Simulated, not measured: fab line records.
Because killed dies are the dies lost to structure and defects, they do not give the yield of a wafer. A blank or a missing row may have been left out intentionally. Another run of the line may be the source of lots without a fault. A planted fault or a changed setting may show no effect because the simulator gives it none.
A single fault, viewed from 2 desks    flow rit cmos    every desk sees just its own numbers, and what lay behind them comes last

== FROM THE METROLOGY DESK ==
Lot by lot, what the gauges showed, no matter which tool ran the lot: averages of those sampled wafers that carry a number. Any lot whose mean is over 4 standard deviations away from the usual mean is out of limits and marked OUT; that distance is given in the brackets.
Columns: A = NLDD_RS at RIT_SDANNEAL_RS_MEAS_07, usual 151.7 ohm/sq
lot   first seen here  A
L558  day 3 03:12      151.4
L559  day 3 06:53      151.9
L560  day 3 12:25      151.7
L561  day 3 17:25      152.0
L562  day 3 23:25      151.4
L563  day 4 06:45      153.2
L564  day 4 08:50      151.0
L565  day 4 13:34      151.6
L567  day 5 00:08      151.7
L577  day 7 00:22      151.8
L580  day 7 17:27      151.8
L581  day 7 21:55      151.5
This desk found nothing out of limits on any of the 12 lots.

== FOR THE TOOL OWNER'S DESK: implanter-04 ==
The tool's own readings at RIT_NLDD_IMPLANT_08: means of the sampled wafers that have a number, for each lot that ran on this tool. Any lot whose mean is over 4 standard deviations away from the usual mean is out of limits and marked OUT; that distance is given in the brackets.
Columns: A = tilt deg at RIT_NLDD_IMPLANT_08, usual 7.005 degrees
lot   first seen here  A
L561  day 3 09:07      7.028
L573  day 5 19:52      6.231 (-39) OUT
L574  day 6 02:28      6.229 (-39) OUT
This desk's verdict: out of limits on L573, L574, starting with L573 at day 5 19:52 (tilt deg at RIT_NLDD_IMPLANT_08). L561 stayed within limits.

== PUT TOGETHER ==
An alarm could have come from the tool owner's desk at day 5 19:52, on L573, L574.
At the metrology desk, nothing out of limits was observed.
The metrology desk has no number on record for L573, L574.
RIT_NLDD_IMPLANT_08 was run on implanter-04 by each of the lots named.

== WHAT THE SIMULATOR HAD PUT IN ==
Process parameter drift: implanter-04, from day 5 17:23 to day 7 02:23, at RIT_NLDD_IMPLANT_08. The setting tilt deg was moved by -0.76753, starting from 7. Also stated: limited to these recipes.
Lots struck among those shown: L573, L574.
Delay in hours, fault start to first out-of-limits reading, by desk: the tool owner's desk at 2.
